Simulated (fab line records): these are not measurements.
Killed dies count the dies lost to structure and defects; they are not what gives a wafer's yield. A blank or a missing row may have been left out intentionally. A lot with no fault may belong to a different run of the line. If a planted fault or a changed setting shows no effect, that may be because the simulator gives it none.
fab line records ; flow rit-cmos ; part 2 of 2: steps 33 to 44 of 44
record lots=5; wafers=15; last-day=7
route steps=202 shown GATE@75 FOX2@80 REOX@98 NLDD@103 PLDD@114
lots untouched by any fault: they come from a run of this same line in which no faults occurred
start-h: hours from the record's first day to the start of the lot's first wafer shown ; wait-h: hours elapsed since this lot's preceding step ; " as in the row above ; L1.1+2: several wafers, shown together as one row ; - value missing, or start not given ; * or withheld: withheld ; < > ~ a bound
route shown NAME@n: NAME is a module with steps in the file, n the number in the route of the first one ; usual: mean/standard deviation taken from wafers without a fault ; same: alike in all rows ; chamber/n: place in a boat ; sites: per-site readings ; _std_site: standard deviation of those values ; _edge_site: the outer-site mean with the inner-site mean subtracted ; radius-mm: for every site, how far away it sits from the centre of the wafer ; mask NAME#n: copy n ; behind: the last tool/chamber to shape the wafer ; hold: what put the lot on hold/how long, in hours/how the hold closed ; device: names the non-switching transistor (n, p or np) ; end of line: at the end of the route, the tests of the same wafers ; step lacking rows: just its recipe ; killed: dies lost to structure and defects at the first sort, not the wafer's yield ; map: a wafer's dies, x killed, . not, _ none there
set.NAME: the setting as run; set.NAME@STEP: as run at that earlier step ; model.NAME: the simulator's own value behind a step, which no gauge read
a table for each step, a row for each wafer; lots at some steps of the route
services: when a tool's chamber went out of use (start-h, in hours from the record's first day, below 0 if earlier), for how many hours, and the reason
## steps
# step RIT_NLDD_PEB_04
# recipe resist=NOVOLAK; temp-c=withheld; time-s=withheld
lot.wafer;tool;chamber;start-h;wait-h
L078.1+3+4;litho-track-01;0;65.78;0.1
L083.1+3+4;litho-track-04;0;87.90;0.1
L086.1+5+6;litho-track-04;0;106.75;0.1
L089.1+5+6;litho-track-04;0;117.76;0.1
L097.2+3+6;litho-track-01;0;157.74;0.1
# step RIT_NLDD_DEVELOP_05
# recipe resist=NOVOLAK; develop-time-s=50; dev-temp-c=23
# usual developer-temp-C=23.00/0.11
lot.wafer;tool;chamber;start-h;wait-h;developer-temp-C
L078.1;litho-track-01;0;-;-;22.88
L078.3;litho-track-01;0;-;-;22.92
L078.4;litho-track-01;0;-;-;22.75
L083.1;litho-track-04;0;-;-;22.87
L083.3;litho-track-04;0;-;-;22.88
L083.4;litho-track-04;0;-;-;23.00
L086.1;litho-track-04;0;-;-;22.88
L086.5;litho-track-04;0;-;-;22.80
L086.6;litho-track-04;0;-;-;22.81
L089.1;litho-track-04;0;-;-;23.26
L089.5;litho-track-04;0;-;-;22.86
L089.6;litho-track-04;0;-;-;23.05
L097.2;litho-track-01;0;-;-;22.94
L097.3;litho-track-01;0;-;-;23.03
L097.6;litho-track-01;0;-;-;23.16
# step RIT_NLDD_OVL_MEAS_06
# usual NLDD_OVL=0.1/1.4
lot.wafer;tool;chamber;start-h;wait-h;NLDD_OVL[nm]
L078.1;overlay-01;-;66.07;-;0.3
L078.3;overlay-01;-;66.07;-;1.5
L078.4;overlay-01;-;66.07;-;0.6
L083.1;overlay-01;-;88.19;-;-1.3
L083.3;overlay-01;-;88.19;-;-0.4
L083.4;overlay-01;-;88.19;-;-1.5
L086.1;overlay-01;-;107.03;-;-1.4
L086.5;overlay-01;-;107.03;-;1.4
L086.6;overlay-01;-;107.03;-;0.9
L089.1;overlay-02;-;118.04;-;2.8
L089.5;overlay-02;-;118.04;-;3.1
L089.6;overlay-02;-;118.04;-;1.9
L097.2;overlay-01;-;158.00;-;1.0
L097.3;overlay-01;-;158.00;-;-3.6
L097.6;overlay-01;-;158.00;-;-2.4
# step RIT_NLDD_HARDBAKE_07
# recipe resist=NOVOLAK; temp-c=140; time-s=60
# usual plate-temp-C=140.01/0.14
lot.wafer;tool;chamber;start-h;wait-h;plate-temp-C
L078.1;litho-track-03;0;66.36;0.3;139.97
L078.3;litho-track-03;0;66.36;0.3;140.22
L078.4;litho-track-03;0;66.36;0.3;140.07
L083.1;litho-track-01;0;88.22;0.0;139.95
L083.3;litho-track-01;0;88.22;0.0;139.93
L083.4;litho-track-01;0;88.22;0.0;140.00
L086.1;litho-track-01;0;107.07;0.0;139.75
L086.5;litho-track-01;0;107.07;0.0;139.78
L086.6;litho-track-01;0;107.07;0.0;139.77
L089.1;litho-track-03;0;118.08;0.0;139.89
L089.5;litho-track-03;0;118.08;0.0;140.03
L089.6;litho-track-03;0;118.08;0.0;139.84
L097.2;litho-track-01;0;158.06;0.0;139.75
L097.3;litho-track-01;0;158.06;0.0;139.84
L097.6;litho-track-01;0;158.06;0.0;139.95
# step RIT_NLDD_IMPLANT_08
# recipe species=P; energy-kev=20; dose-cm2=5e+14; tilt-deg=7
# usual beam-energy-keV=19.999/0.0062
lot.wafer;tool;chamber;start-h;wait-h;beam-energy-keV
L078.1;implanter-04;0;66.51;0.1;20.003
L078.3;implanter-04;0;66.51;0.1;20.002
L078.4;implanter-04;0;66.51;0.1;20.005
L083.1;implanter-01;0;88.37;0.1;19.995
L083.3;implanter-01;0;88.37;0.1;20.002
L083.4;implanter-01;0;88.37;0.1;19.997
L086.1;implanter-04;0;107.22;0.1;19.995
L086.5;implanter-04;0;107.22;0.1;19.998
L086.6;implanter-04;0;107.22;0.1;20.000
L089.1;implanter-02;0;118.23;0.1;19.996
L089.5;implanter-02;0;118.23;0.1;19.994
L089.6;implanter-02;0;118.23;0.1;19.995
L097.2;implanter-04;0;158.21;0.1;19.998
L097.3;implanter-04;0;158.21;0.1;19.998
L097.6;implanter-04;0;158.21;0.1;19.990
# step RIT_NLDD_STRIP_09
# recipe chemistry=O2; time-s=180; resist=NOVOLAK; platen-temp-c=withheld; power-w=500; pressure-mtorr=4000; o2-flow-sccm=4000
# usual chamber-pressure-mTorr=4000/3.6; drypump-motor-current-A=6.00/0.28; rf-refl-power-W=7.0/1.4
lot.wafer;tool;chamber;start-h;wait-h;chamber-pressure-mTorr;drypump-motor-current-A;rf-hours-counter-h;rf-refl-power-W
L078.1;plasma-asher-02;0;66.66;0.1;3997;6.36;43;5.5
L078.3;plasma-asher-02;1;66.66;0.1;4003;5.92;-;8.6
L078.4;plasma-asher-02;0;66.66;0.1;4001;6.33;-;5.4
L083.1;plasma-asher-04;0;88.52;0.1;4002;6.19;44;6.6
L083.3;plasma-asher-04;1;88.52;0.1;4001;5.48;-;8.2
L083.4;plasma-asher-04;0;88.52;0.1;3998;6.19;-;6.5
L086.1;plasma-asher-02;1;107.37;0.1;4004;5.92;47;8.4
L086.5;plasma-asher-02;0;107.37;0.1;4006;6.35;-;5.4
L086.6;plasma-asher-02;1;107.37;0.1;4001;5.93;-;8.3
L089.1;plasma-asher-04;1;118.38;0.1;4000;5.49;0;8.3
L089.5;plasma-asher-04;0;118.38;0.1;4000;6.25;-;6.3
L089.6;plasma-asher-04;1;118.38;0.1;3999;5.49;-;8.2
L097.2;plasma-asher-02;1;158.33;0.1;4004;5.96;53;8.4
L097.3;plasma-asher-02;0;158.33;0.1;3996;6.34;-;5.5
L097.6;plasma-asher-02;1;158.33;0.1;4000;5.94;-;8.5
# step RIT_NLDD_TW_MEAS_10
# usual NLDD_TW=2490/26
lot.wafer;tool;chamber;start-h;wait-h;NLDD_TW
L078.1;film-metro-01;-;66.83;0.1;2471
L078.3;film-metro-01;-;66.83;0.1;2459
L078.4;film-metro-01;-;66.83;0.1;2475
L083.1;film-metro-04;-;88.70;0.1;2484
L083.3;film-metro-04;-;88.70;0.1;2502
L083.4;film-metro-04;-;88.70;0.1;2499
L086.1;film-metro-04;-;107.54;0.1;2503
L086.5;film-metro-04;-;107.54;0.1;2503
L086.6;film-metro-04;-;107.54;0.1;2503
L089.1;film-metro-01;-;118.55;0.1;2462
L089.5;film-metro-01;-;118.55;0.1;2474
L089.6;film-metro-01;-;118.55;0.1;2467
L097.2;film-metro-03;-;158.52;0.1;2533
L097.3;film-metro-03;-;158.52;0.1;2507
L097.6;film-metro-03;-;158.52;0.1;2520
# step RIT_PLDD_HMDS_00
# recipe prime-time-s=60; prime-temp-c=140
lot.wafer;tool;chamber;start-h;wait-h
L078.1+3+4;litho-track-03;0;66.89;0.1
L083.1+3+4;litho-track-02;0;88.76;0.1
L086.1+5+6;litho-track-02;0;107.60;0.1
L089.1+5+6;litho-track-03;0;118.61;0.1
L097.2+3+6;litho-track-02;0;158.59;0.1
# step RIT_PLDD_COAT_01
# recipe resist=NOVOLAK; spin-rpm=3250; resist-thk-nm=1000
lot.wafer;tool;chamber;start-h;wait-h
L078.1+3+4;litho-track-03;0;67.04;0.1
L083.1+3+4;litho-track-02;0;88.91;0.1
L086.1+5+6;litho-track-02;0;107.75;0.1
L089.1+5+6;litho-track-03;0;118.76;0.1
L097.2+3+6;litho-track-02;0;158.74;0.1
# step RIT_PLDD_SOFTBAKE_02
# recipe resist=NOVOLAK; temp-c=90; time-s=60
# usual plate-temp-C=90.00/0.13
lot.wafer;tool;chamber;start-h;wait-h;plate-temp-C
L078.1;litho-track-03;0;67.19;0.1;89.96
L078.3;litho-track-03;0;67.19;0.1;90.08
L078.4;litho-track-03;0;67.19;0.1;89.88
L083.1;litho-track-02;0;89.06;0.1;90.19
L083.3;litho-track-02;0;89.06;0.1;90.01
L083.4;litho-track-02;0;89.06;0.1;89.90
L086.1;litho-track-02;0;107.90;0.1;89.94
L086.5;litho-track-02;0;107.90;0.1;89.68
L086.6;litho-track-02;0;107.90;0.1;89.77
L089.1;litho-track-03;0;118.91;0.1;89.95
L089.5;litho-track-03;0;118.91;0.1;89.82
L089.6;litho-track-03;0;118.91;0.1;89.73
L097.2;litho-track-02;0;158.89;0.1;89.92
L097.3;litho-track-02;0;158.89;0.1;90.08
L097.6;litho-track-02;0;158.89;0.1;89.77
# step RIT_PLDD_EXPOSE_03
# recipe mask-id=M8; na=0.57; target-cd-nm=40900; dose-mj=250
lot.wafer;tool;chamber;start-h;wait-h;mask
L078.1+3+4;iline-stepper-02;0;67.34;0.1;M8#0
L083.1+3+4;iline-stepper-01;0;89.21;0.1;M8#0
L086.1+5+6;iline-stepper-01;0;108.05;0.1;M8#0
L089.1+5+6;iline-stepper-01;0;119.06;0.1;M8#0
L097.2+3+6;iline-stepper-01;0;159.16;0.2;M8#0
# step RIT_PLDD_PEB_04
# recipe resist=NOVOLAK; temp-c=withheld; time-s=withheld
lot.wafer;tool;chamber;start-h;wait-h
L078.1+3+4;litho-track-02;0;67.46;0.1
L083.1+3+4;litho-track-02;0;89.33;0.1
L086.1+5+6;litho-track-02;0;108.17;0.1
L089.1+5+6;litho-track-03;0;119.18;0.1
L097.2+3+6;litho-track-03;0;159.28;0.1
## services
tool;chamber;start-h;hours;kind
implanter-02;-;30.73;4.9;pm
iline-stepper-02;-;31.79;9.3;repair
plasma-asher-02;-;33.44;0.7;repair
implanter-02;-;49.08;4.7;repair
rie-si-02;3;63.02;0.9;repair
rie-si-01;1;68.24;-;clean
rie-si-01;1;68.24;23.4;scheduled-down
rie-si-01;1;68.24;23.4;vent-cycle
wet-bench-02;-;69.78;1.2;repair
iline-stepper-01;-;74.22;2.2;repair
implanter-02;-;76.74;31.7;pm
lpcvd-01;-;91.45;0.5;repair
rie-si-02;0;92.27;17.3;repair
rie-si-02;3;100.43;4.9;repair
plasma-asher-04;-;108.75;9.0;pm
plasma-asher-03;-;109.64;4.5;repair
implanter-01;-;121.60;10.1;repair
rie-si-01;2;122.60;3.7;repair
implanter-04;-;122.77;2.6;repair
furnace-03;-;132.80;3.2;pm
plasma-asher-04;-;135.38;1.3;repair
plasma-asher-04;-;138.57;1.2;repair
wet-bench-03;-;149.80;8.0;repair
wet-bench-02;-;157.21;1.9;pm
